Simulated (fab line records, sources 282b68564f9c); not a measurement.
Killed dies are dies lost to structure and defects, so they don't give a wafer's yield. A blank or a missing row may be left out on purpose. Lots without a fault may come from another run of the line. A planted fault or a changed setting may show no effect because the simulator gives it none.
Split-lot experiment | flow rit_cmos | 5 lots, 23 wafers read, on a route of 202 steps

THE SPLIT
At RIT_M1_SPUTTER_00 (material Al, target thk 400 nm, time 500 s), the setting chamber_pressure_pa was moved away from the recipe's 0.4 Pa on 20 of the 23 wafers read, by -6.2% to +12.7%. The other wafers ran this setting at the recipe's value.

The reading is taken at the split's own step.

THE READING
Al_of_M1_SPUTTER_00.thk_nm (the simulator's own value, which no gauge read), in nm, at RIT_M1_SPUTTER_00 (material Al, target thk 400 nm, time 500 s). The file gives no usual value for it. The 3 wafers here that ran the recipe average 407.4 nm, standard deviation 4.2 nm.

wafer  | tool, chamber at the split | chamber_pressure_pa as run, Pa | against the recipe | Al_of_M1_SPUTTER_00.thk_nm, nm | against lot-mates on the recipe
L074.1 | pvd_sputter-04, -          | 0.4298                         | +7.5%              | 390.1                          | no lot-mate on the recipe
L074.2 | pvd_sputter-04, -          | 0.4298                         | +7.5%              | 397.2                          | no lot-mate on the recipe
L074.3 | pvd_sputter-04, -          | 0.4298                         | +7.5%              | 391.9                          | no lot-mate on the recipe
L074.4 | pvd_sputter-04, -          | 0.4298                         | +7.5%              | 391.6                          | no lot-mate on the recipe
L074.5 | pvd_sputter-04, -          | 0.4298                         | +7.5%              | 391.6                          | no lot-mate on the recipe
L075.1 | pvd_sputter-02, -          | 0.3752                         | -6.2%              | 415.8                          | no lot-mate on the recipe
L075.2 | pvd_sputter-02, -          | 0.3752                         | -6.2%              | 411.9                          | no lot-mate on the recipe
L075.3 | pvd_sputter-02, -          | 0.3752                         | -6.2%              | 412.6                          | no lot-mate on the recipe
L075.4 | pvd_sputter-02, -          | 0.3752                         | -6.2%              | 400.9                          | no lot-mate on the recipe
L075.6 | pvd_sputter-02, -          | 0.3752                         | -6.2%              | 403                            | no lot-mate on the recipe
L078.1 | pvd_sputter-02, -          | 0.3759                         | -6.0%              | 412                            | no lot-mate on the recipe
L078.2 | pvd_sputter-02, -          | 0.3759                         | -6.0%              | 406.7                          | no lot-mate on the recipe
L078.4 | pvd_sputter-02, -          | 0.3759                         | -6.0%              | 413.4                          | no lot-mate on the recipe
L078.5 | pvd_sputter-02, -          | 0.3759                         | -6.0%              | 409.7                          | no lot-mate on the recipe
L078.6 | pvd_sputter-02, -          | 0.3759                         | -6.0%              | 413.1                          | no lot-mate on the recipe
L080.1 | pvd_sputter-02, -          | 0.4509                         | +12.7%             | 394.6                          | no lot-mate on the recipe
L080.2 | pvd_sputter-02, -          | 0.4509                         | +12.7%             | 396.7                          | no lot-mate on the recipe
L080.3 | pvd_sputter-02, -          | 0.4509                         | +12.7%             | 392.3                          | no lot-mate on the recipe
L080.5 | pvd_sputter-02, -          | 0.4509                         | +12.7%             | 384.6                          | no lot-mate on the recipe
L080.6 | pvd_sputter-02, -          | 0.4509                         | +12.7%             | 393                            | no lot-mate on the recipe
L083.3 | pvd_sputter-02, -          | 0.4                            | recipe             | 411.1                          | -
L083.4 | pvd_sputter-02, -          | 0.4                            | recipe             | 401.5                          | -
L083.6 | pvd_sputter-02, -          | 0.4                            | recipe             | 409.7                          | -

THE FIT
A straight line over all 23 wafers: Al_of_M1_SPUTTER_00.thk_nm changes by -1.05 nm for each +1% of chamber_pressure_pa; r = -0.87; the points scatter about the line by 4.9 nm.
Too few moved wafers have a lot-mate on the recipe to fit a line with each lot's own level taken away.

THE FILE'S OWN FIT
Al_of_M1_SPUTTER_00.thk_nm changes by -1.05 nm for each +1% of chamber_pressure_pa, r = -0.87.
